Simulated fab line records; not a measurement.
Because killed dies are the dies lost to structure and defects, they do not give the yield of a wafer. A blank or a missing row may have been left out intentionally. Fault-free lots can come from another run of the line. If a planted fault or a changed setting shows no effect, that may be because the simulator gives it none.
Chamber matching || flow berkeley_cmos170 || UCB170_V2_CMP_02 on cmp-02 has 4 sister chambers
The step polishes SiO2. 16 wafers are shown with their chamber, then 8 later ones without.

EACH WAFER AND ITS CHAMBER
{"wafer": "L706.2", "chamber": 3, "motor_current_A (A)": 17.1, "retaining_ring_pressure_frac": 1.004}
{"wafer": "L706.5", "chamber": 3, "motor_current_A (A)": 16.9, "retaining_ring_pressure_frac": 1.000}
{"wafer": "L706.6", "chamber": 0, "motor_current_A (A)": 17.2, "retaining_ring_pressure_frac": 1.000}
{"wafer": "L712.1", "chamber": 3, "motor_current_A (A)": 16.4, "retaining_ring_pressure_frac": 1.003}
{"wafer": "L712.2", "chamber": 0, "motor_current_A (A)": 17.8, "retaining_ring_pressure_frac": 1.002}
{"wafer": "L712.5", "chamber": 0, "motor_current_A (A)": 16.4, "retaining_ring_pressure_frac": 1.012}
{"wafer": "L713.1", "chamber": 3, "motor_current_A (A)": 16.5, "retaining_ring_pressure_frac": 1.009}
{"wafer": "L713.2", "chamber": 2, "motor_current_A (A)": 18.2, "retaining_ring_pressure_frac": 1.001}
{"wafer": "L713.5", "chamber": 3, "motor_current_A (A)": 16.5, "retaining_ring_pressure_frac": 1.002}
{"wafer": "L710.1", "chamber": 0, "motor_current_A (A)": 17.6, "retaining_ring_pressure_frac": 0.997}
{"wafer": "L710.2", "chamber": 2, "motor_current_A (A)": 18.2, "retaining_ring_pressure_frac": 0.996}
{"wafer": "L710.4", "chamber": 1, "motor_current_A (A)": 15.5, "retaining_ring_pressure_frac": 0.991}
{"wafer": "L716.2", "chamber": 0, "motor_current_A (A)": 16.9, "retaining_ring_pressure_frac": 0.998}
{"wafer": "L716.3", "chamber": 2, "motor_current_A (A)": 17.6, "retaining_ring_pressure_frac": 1.008}
{"wafer": "L716.5", "chamber": 3, "motor_current_A (A)": 16.7, "retaining_ring_pressure_frac": 0.991}
{"wafer": "L717.1", "chamber": 0, "motor_current_A (A)": 17.1, "retaining_ring_pressure_frac": 0.995}

SIGNATURES (averages over the wafers above)
{"reading": "motor_current_A", "chamber 0": 17.167, "chamber 1": 15.500, "chamber 2": 18.000, "chamber 3": 16.683, "scatter within a chamber": 0.394}
{"reading": "retaining_ring_pressure_frac", "chamber 0": 1.00067, "chamber 1": 0.99100, "chamber 2": 1.00167, "chamber 3": 1.00150, "scatter within a chamber": 0.00601}
Rule: distance of a wafer from a chamber = root of the sum over the readings of ((wafer's reading minus chamber's mean) / reading's scatter) squared. The wafer belongs to the nearest chamber; if the next one is less than 2 further off, it can't be placed. The scatter is the square root of a quotient: the sum, over the shown wafers, of each reading's squared deviation from its chamber's mean, divided by wafers minus chambers.

WAFERS MISSING THEIR CHAMBER
{"wafer": "L717.2", "motor_current_A (A)": 17.5, "retaining_ring_pressure_frac": 1.001}
{"wafer": "L717.5", "motor_current_A (A)": 18.8, "retaining_ring_pressure_frac": 0.988}
{"wafer": "L725.1", "motor_current_A (A)": 16.2, "retaining_ring_pressure_frac": 1.011}
{"wafer": "L725.4", "motor_current_A (A)": 15.6, "retaining_ring_pressure_frac": 1.000}
{"wafer": "L725.6", "motor_current_A (A)": 17.6, "retaining_ring_pressure_frac": 0.994}
{"wafer": "L727.1", "motor_current_A (A)": 15.1, "retaining_ring_pressure_frac": 1.001}
{"wafer": "L727.4", "motor_current_A (A)": 17.3, "retaining_ring_pressure_frac": 0.992}
{"wafer": "L727.6", "motor_current_A (A)": 16.0, "retaining_ring_pressure_frac": 1.000}

EACH ONE'S CHAMBER
{"wafer": "L717.2", "from the rows above": "can't be placed: 0 or 2 or 3", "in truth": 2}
{"wafer": "L717.5", "from the rows above": "can't be placed: 2 or 0", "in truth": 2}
{"wafer": "L725.1", "from the rows above": "can't be placed: 3 or 0 or 1", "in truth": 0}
{"wafer": "L725.4", "from the rows above": "can't be placed: 1 or 3", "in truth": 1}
{"wafer": "L725.6", "from the rows above": "can't be placed: 0 or 2 or 3", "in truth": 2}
{"wafer": "L727.1", "from the rows above": 1, "in truth": 1}
{"wafer": "L727.4", "from the rows above": "can't be placed: 0 or 3 or 2", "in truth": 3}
{"wafer": "L727.6", "from the rows above": "can't be placed: 3 or 1 or 0", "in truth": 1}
Correct placement for 1 of the 8. Cannot be placed on the basis of these rows: 7; the candidates contain the true chamber in 7. 0 placed wrongly.
